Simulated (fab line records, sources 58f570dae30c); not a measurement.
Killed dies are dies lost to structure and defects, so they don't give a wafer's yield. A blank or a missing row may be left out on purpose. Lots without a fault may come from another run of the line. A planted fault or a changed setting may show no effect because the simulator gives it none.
Which tool did it? | flow berkeley_cmos170 | 14 lots, 42 wafers sampled, at 3 steps of a route of 331

WHAT THE GAUGES READ, wafer by wafer
UCB170_CONTACT_THK_MEAS_02.
lot  | measured     | on            | CONTACT_PSG_THK (nm)
L607 | day 8 01:10  | film_metro-02 | 699 696 699
L609 | day 8 13:35  | film_metro-02 | 710 712 702
L610 | day 8 15:07  | film_metro-03 | 712 711 704
L611 | day 9 00:26  | film_metro-02 | 699 688 692
L612 | day 9 00:26  | film_metro-03 | 691 698 691
L616 | day 9 22:50  | film_metro-02 | 710 712 709
L619 | day 10 08:58 | film_metro-03 | 697 697 697
L620 | day 11 00:02 | film_metro-03 | 702 702 700
L621 | day 11 00:10 | film_metro-04 | 684 687 694
L624 | day 11 18:14 | film_metro-04 | 695 686 693
L623 | day 11 20:01 | film_metro-03 | 698 690 693
L626 | day 12 09:19 | film_metro-02 | 701 704 703
L627 | day 12 09:20 | film_metro-03 | 709 712 707
L630 | day 13 02:57 | film_metro-02 | 702 703 703

UCB170_M1_RS_MEAS_01: measures by four-point-probe.
lot  | measured     | on            | M1_AL_RS (ohm/sq)
L607 | day 8 04:03  | film_metro-02 | 0.0491 0.0493 0.0487
L609 | day 8 16:26  | film_metro-01 | 0.0487 0.0490 0.0487
L610 | day 8 18:14  | film_metro-03 | 0.0492 0.0491 0.0493
L611 | day 9 03:09  | film_metro-01 | 0.0492 0.0493 0.0489
L612 | day 9 02:55  | film_metro-02 | 0.0481 0.0485 0.0484
L616 | day 10 01:26 | film_metro-03 | 0.0480 0.0485 0.0489
L619 | day 10 12:06 | film_metro-02 | 0.0486 0.0492 0.0487
L620 | day 11 02:58 | film_metro-02 | 0.0490 0.0490 0.0487
L621 | day 11 03:10 | film_metro-03 | 0.0492 0.0494 0.0494
L624 | day 11 20:52 | film_metro-01 | 0.0474 0.0479 0.0481
L623 | day 11 22:38 | film_metro-01 | 0.0482 0.0485 0.0484
L626 | day 12 12:32 | film_metro-01 | 0.0481 0.0487 0.0486
L627 | day 12 12:22 | film_metro-03 | 0.0495 0.0486 0.0498
L630 | day 13 05:29 | film_metro-02 | 0.0485 0.0498 0.0487

WHICH TOOL RAN EACH LOT (tool, then ch and the chambers of the sampled wafers, then the start)
lot  | UCB170_CONTACT_ETCH_18
L607 | rie_diel-01 ch 1,2,3, day 8 04:03 or earlier
L609 | rie_diel-03 ch 0,2,3, day 8 16:26 or earlier
L610 | rie_diel-01 ch 1,2,3, day 8 18:14 or earlier
L611 | rie_diel-03 ch 1,2, day 9 03:09 or earlier
L612 | rie_diel-01 ch 0,1,3, day 9 02:55 or earlier
L616 | rie_diel-03 ch 0,1,3, day 10 01:26 or earlier
L619 | rie_diel-01 ch 0,1, day 10 12:06 or earlier
L620 | rie_diel-03 ch 0,3, day 11 02:58 or earlier
L621 | rie_diel-01 ch 0,3, day 11 03:10 or earlier
L624 | rie_diel-03 ch 0,1,2, day 11 20:52 or earlier
L623 | rie_diel-02 ch 0,2,3, day 11 22:38 or earlier
L626 | rie_diel-02 ch 1,3, day 12 12:32 or earlier
L627 | rie_diel-01 ch 1,2,3, day 12 12:22 or earlier
L630 | rie_diel-01 ch 0,2,3, day 13 05:29 or earlier
- UCB170_CONTACT_ETCH_18: etches PSG in CHF3/CF4/Ar, stops on TiSi2, target depth 840 nm, time 195 s.

WHAT THE TOOLS THEMSELVES READ (means of the sampled wafers that have a number; where no wafer has one, the mark that the record gives instead)
UCB170_CONTACT_ETCH_18.
lot  | tool        | drypump_motor_current_A (A) | oes_product_au (a.u.) | throttle_valve_pct (%)
L607 | rie_diel-01 | 5.8                         | 0.897                 | 6.90
L609 | rie_diel-03 | 5.6                         | 0.892                 | 6.92
L610 | rie_diel-01 | 5.8                         | 0.904                 | 6.90
L611 | rie_diel-03 | 5.7                         | 0.880                 | 6.99
L612 | rie_diel-01 | 6.1                         | 0.904                 | 6.86
L616 | rie_diel-03 | 5.6                         | 0.906                 | 6.92
L619 | rie_diel-01 | 6.5                         | 0.911                 | 6.86
L620 | rie_diel-03 | 5.6                         | 0.890                 | 6.89
L621 | rie_diel-01 | 5.8                         | 0.904                 | 6.91
L624 | rie_diel-03 | 5.7                         | 0.889                 | 6.96
L623 | rie_diel-02 | 6.1                         | 0.891                 | 7.01
L626 | rie_diel-02 | 5.7                         | 0.908                 | 7.04
L627 | rie_diel-01 | 5.8                         | 0.902                 | 6.88
L630 | rie_diel-01 | 6.0                         | 0.908                 | 6.92

THE ANSWER, worked out from the rows above alone
Rule: what is usual is taken from the lots themselves. Put in order of their means at a reading, lots are off if they are a third of the lots or fewer, leave a main group of 4 or more, and stand apart from it by a gap of 3 or more times the standard deviation of the main group's means; of several such gaps the widest counts. A main group whose means are all the same, to the digits that the tables above print for the reading, isn't used. A lot without any number at a reading at which 4 lots or more have one is off too. The other lots that the step has rows for count as sound. The gauges are gone through in route order, then the tools' own readings, and for those a lot's mean is taken as printed above. The first step at which some lot is off is used, and at that step the reading that is off furthest; a lot without a number counts as furthest.
No lot is off at any reading shown: from this, nothing can be told.

WHAT THE SIMULATOR HAD PUT IN
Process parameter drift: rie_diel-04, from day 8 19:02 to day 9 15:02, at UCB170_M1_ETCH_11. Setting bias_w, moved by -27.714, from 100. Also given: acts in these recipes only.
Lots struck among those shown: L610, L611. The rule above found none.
